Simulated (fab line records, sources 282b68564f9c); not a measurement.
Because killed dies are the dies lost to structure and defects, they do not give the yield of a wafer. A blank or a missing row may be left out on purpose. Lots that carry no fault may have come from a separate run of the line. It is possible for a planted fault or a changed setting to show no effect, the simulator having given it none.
Check for tools in common    flow rit_cmos    13 lots, 39 wafers sampled

== REASON IT WAS OPENED ==
On 1 of the 13 lots, a flag is raised at RIT_GATE_CD_MEAS_16 on the reading cd_nm. Fault-free wafers read 149.4 nm, with a standard deviation of 2.5.
Rule: a lot is flagged when every wafer of it that has a number lies more than 4 standard deviations from that mean, or none has a number. All remaining lots are regarded as sound.

lot   measured     on         cd_nm (nm), wafer by wafer  flag
L647  day 2 23:28  cd_sem-01  142.7 148.6 148.1           
L649  day 3 03:23  cd_sem-02  146.1 145.3 145.9           
L650  day 3 06:02  cd_sem-02  151.5 149.6 150.4           
L653  day 3 20:32  cd_sem-02  148.2 151.5 152.1           
L654  day 4 00:46  cd_sem-01  152.3 151.7 154.3           
L656  day 4 10:53  cd_sem-01  149.8 148.8 147.5           
L657  day 4 15:53  cd_sem-02  147.8 148.8 148.6           
L658  day 4 21:24  cd_sem-02  151.2 152.4 150.1           
L659  day 5 02:07  cd_sem-02  153.3 153.2 154.7           
L660  day 5 09:23  cd_sem-02  146.3 145.4 146.8           
L662  day 5 19:53  cd_sem-01  149.4 148.5 149.3           
L668  day 7 09:46  cd_sem-01  135.6 72.9 103.1            FLAGGED
L669  day 7 15:13  cd_sem-02  148.0 146.6 147.8           
The mean of the flagged lots' numbers is 103.9 nm, -45.5 nm from the usual (-18 standard deviations).

== LOT BY LOT: THE TOOL USED ==
The record holds 1 process step before the reading, out of a route of 202 steps. Cell contents, in order: the tool; ch with the chambers the sampled wafers went through; the start.
lot   flag     RIT_GATE_EXPOSE_13
L647           iline_stepper-02 ch 0, day 2 23:04
L649           iline_stepper-01 ch 0, day 3 02:50
L650           iline_stepper-01 ch 0, day 3 05:38
L653           iline_stepper-01 ch 0, day 3 20:08
L654           iline_stepper-01 ch 0, day 4 00:22
L656           iline_stepper-02 ch 0, day 4 10:29
L657           iline_stepper-02 ch 0, day 4 15:19
L658           iline_stepper-01 ch 0, day 4 20:59
L659           iline_stepper-02 ch 0, day 5 01:29
L660           iline_stepper-02 ch 0, day 5 08:59
L662           iline_stepper-01 ch 0, day 5 19:29
L668  FLAGGED  iline_stepper-01 ch 0, day 7 09:20
L669           iline_stepper-02 ch 0, day 7 14:49
What these steps do:
- RIT_GATE_EXPOSE_13: exposes mask M6, target cd 150 nm.
- RIT_GATE_CD_MEAS_16: target cd 150 nm.

== FLAGGED OVER TOTAL, TOOL BY TOOL (the gauges that took the reading come last) ==
step                 tool              lots run  flagged  share of the flagged lots  sound lots run after its first flagged lot
RIT_GATE_EXPOSE_13   iline_stepper-01  7         1        all                        0
RIT_GATE_EXPOSE_13   iline_stepper-02  6         0        none                       -
RIT_GATE_CD_MEAS_16  cd_sem-01         5         1        all                        0
RIT_GATE_CD_MEAS_16  cd_sem-02         8         0        none                       -

== WHAT THE TABLE PERMITS ==
2 rows of the table ran every flagged lot: iline_stepper-01 at RIT_GATE_EXPOSE_13, cd_sem-01 at RIT_GATE_CD_MEAS_16.
- iline_stepper-01 at RIT_GATE_EXPOSE_13 ran 7 lots, 1 of them flagged. Its last sound lot is L662 (day 5 19:29), its first flagged lot L668 (day 7 09:20): a fault that began between those two fits. Its own readings (exposure_dose_mJ_cm2) fall more than 4 standard deviations out on all wafers of the flagged lots.
- cd_sem-01 at RIT_GATE_CD_MEAS_16 ran 5 lots, 1 of them flagged. Its last sound lot is L662 (day 5 19:53), its first flagged lot L668 (day 7 09:46): a fault that began between those two fits.
Because each of these 2 tools fits a fault that began at some hour, counting lots does not separate them. More lots, or a look at what each step does to the wafer, might.

== WHAT HAD BEEN PUT IN BY THE SIMULATOR ==
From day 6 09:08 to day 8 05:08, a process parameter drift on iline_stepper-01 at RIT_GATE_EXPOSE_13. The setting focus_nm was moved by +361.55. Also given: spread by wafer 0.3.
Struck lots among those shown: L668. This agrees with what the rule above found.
